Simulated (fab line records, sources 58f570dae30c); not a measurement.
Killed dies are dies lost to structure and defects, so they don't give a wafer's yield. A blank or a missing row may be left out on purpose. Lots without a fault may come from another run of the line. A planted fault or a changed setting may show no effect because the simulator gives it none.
Which tool did it? | flow berkeley_cmos170 | 15 lots, 45 wafers sampled, at 2 steps of a route of 331

WHAT THE GAUGES READ, wafer by wafer
UCB170_NVT_TW_MEAS_09. Usual: NVT_TW 523.3, standard deviation 2.1.
lot  | measured    | on            | NVT_TW            | flag
L917 | day 5 18:35 | film_metro-04 | 518.5 520.7 522.0 |
L919 | day 5 23:57 | film_metro-03 | 522.0 523.8 528.6 |
L920 | day 6 00:07 | film_metro-01 | 523.5 524.1 524.4 |
L918 | day 6 00:16 | film_metro-04 | 519.8 523.3 525.1 |
L922 | day 6 07:23 | film_metro-04 | 522.9 520.7 523.1 |
L923 | day 6 07:38 | film_metro-03 | 522.5 524.5 525.0 |
L921 | day 6 07:44 | film_metro-04 | 523.9 522.8 521.6 |
L924 | day 7 01:47 | film_metro-01 | 528.4 527.0 524.1 |
L927 | day 7 06:20 | film_metro-01 | 526.0 527.3 522.6 |
L926 | day 7 06:31 | film_metro-04 | 520.2 521.4 520.9 |
L925 | day 7 06:40 | film_metro-01 | 525.8 522.1 525.9 |
L933 | day 9 06:29 | film_metro-01 | 524.8 522.0 523.4 |
L939 | day 9 12:42 | film_metro-04 | 522.3 522.9 523.3 |
L937 | day 9 13:07 | film_metro-04 | 523.5 521.0 520.1 |
L940 | day 9 17:26 | film_metro-04 | 521.4 519.6 519.7 |

UCB170_GATE_THK_MEAS_05. Usual: GATE_POLY_THK 214.2 nm, standard deviation 1.9.
lot  | measured     | on            | GATE_POLY_THK (nm) | flag
L917 | day 6 06:58  | film_metro-01 | 213.6 213.7 215.4  |
L919 | day 6 11:20  | film_metro-01 | 215.5 213.3 212.2  |
L920 | day 6 11:22  | film_metro-03 | 215.0 215.0 213.1  |
L918 | day 6 11:20  | film_metro-02 | 212.7 212.8 212.2  |
L922 | day 6 20:43  | film_metro-03 | 215.7 214.8 215.1  |
L923 | day 6 20:44  | film_metro-01 | 214.0 216.8 216.1  |
L921 | day 6 20:43  | film_metro-02 | 210.4 210.1 208.7  |
L924 | day 7 09:44  | film_metro-02 | 213.6 210.5 213.5  |
L927 | day 7 17:35  | film_metro-02 | 215.8 217.1 216.2  |
L926 | day 7 17:36  | film_metro-01 | 216.6 217.9 218.4  |
L925 | day 7 17:37  | film_metro-03 | 212.0 209.9 211.1  |
L933 | day 9 14:59  | film_metro-03 | 212.8 215.3 213.0  |
L939 | day 10 00:23 | film_metro-01 | 212.5 212.2 212.9  |
L937 | day 10 00:20 | film_metro-02 | 213.0 213.7 212.6  |
L940 | day 10 07:05 | film_metro-01 | 213.4 215.1 215.5  |

WHICH TOOL RAN EACH LOT (tool, then ch and the chambers of the sampled wafers, then the start)
The record holds no process step before these readings.

WHAT THE TOOLS THEMSELVES READ (means of the sampled wafers that have a number; where no wafer has one, the mark that the record gives instead)
The record holds no such reading with a usual standard deviation.

THE ANSWER, worked out from the rows above alone
Rule: a lot is off if the mean of its wafers that have a number lies more than 3 standard deviations from the usual mean. A lot without any number at a reading at which 4 lots or more have one is off too. The other lots that the step has rows for count as sound. The gauges are gone through in route order, then the tools' own readings, and for those a lot's mean is taken as printed above. The first step at which some lot is off is used, and at that step the reading that is off furthest; a lot without a number counts as furthest.
No lot is off at any reading shown: from this, nothing can be told.

WHAT THE SIMULATOR HAD PUT IN
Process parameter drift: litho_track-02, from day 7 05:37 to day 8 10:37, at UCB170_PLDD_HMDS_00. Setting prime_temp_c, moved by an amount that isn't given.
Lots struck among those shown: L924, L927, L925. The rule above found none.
